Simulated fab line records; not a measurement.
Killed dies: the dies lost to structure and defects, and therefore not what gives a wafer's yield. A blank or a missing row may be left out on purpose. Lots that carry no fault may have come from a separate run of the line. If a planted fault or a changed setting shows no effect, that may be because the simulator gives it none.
Chamber matching ; flow berkeley cmos170 ; 4 sister chambers for UCB170_GATE_ETCH_15 on rie si-01
The step etches poly-Si in HBr/Cl2, stops on SiO2, time 56.3 s, target depth 278.2 nm. 16 wafers are shown with their chamber, then 8 later ones without.

## WAFERS, EACH WITH ITS CHAMBER
wafer;chamber;throttle valve pct (%);drypump motor current A (A);oes product au (a.u.)
L853.2;2;26.4;5.9;0.851
L853.4;3;27.2;5.7;0.834
L853.5;1;26.2;5.9;0.832
L856.2;2;26.4;5.9;0.850
L856.5;2;26.4;5.9;0.849
L856.6;3;27.1;5.7;0.834
L858.1;2;26.4;5.9;0.836
L858.5;1;26.2;5.9;0.819
L858.6;0;26.0;6.3;0.807
L859.1;2;26.4;5.9;0.840
L859.2;0;26.0;6.2;0.805
L859.6;0;26.0;6.2;0.810
L867.2;0;26.0;6.3;0.818
L867.4;1;26.2;5.9;0.830
L867.6;0;26.0;6.3;0.805
L870.1;0;26.0;6.3;0.814

SIGNATURES (averages over the wafers above)
reading;chamber 0;chamber 1;chamber 2;chamber 3;scatter within a chamber
throttle valve pct;26.000;26.200;26.400;27.150;0.0204
drypump motor current A;6.267;5.900;5.900;5.700;0.0333
oes product au;0.80983;0.82700;0.84520;0.83400;0.00591
Rule: a wafer's distance from a chamber is the root of the sum, over the readings, of the square of ((its reading less the chamber's mean) divided by the reading's scatter). If the next closest chamber is less than 2 further off than the closest, the wafer can't be placed; otherwise it belongs to the closest. The scatter: take each reading less its chamber's mean, square it, sum over the shown wafers, divide by the number of wafers less the number of chambers, and take the root.

## WAFERS WHOSE CHAMBER IS MISSING
wafer;throttle valve pct (%);drypump motor current A (A);oes product au (a.u.)
L870.3;26.2;5.9;0.830
L870.5;26.0;6.3;0.821
L875.1;26.0;6.3;0.818
L875.2;27.2;5.7;0.843
L875.3;26.4;6.0;0.859
L874.2;26.4;5.9;0.846
L874.3;26.2;5.9;0.814
L874.5;26.4;5.9;0.852

## WHICH CHAMBER EACH WENT THROUGH
wafer;from the rows above;in truth
L870.3;1;1
L870.5;0;0
L875.1;0;0
L875.2;3;3
L875.3;2;2
L874.2;2;2
L874.3;1;1
L874.5;2;2
8 of 8 placed correctly. Not placeable from these rows: 0. Placed wrongly: 0.
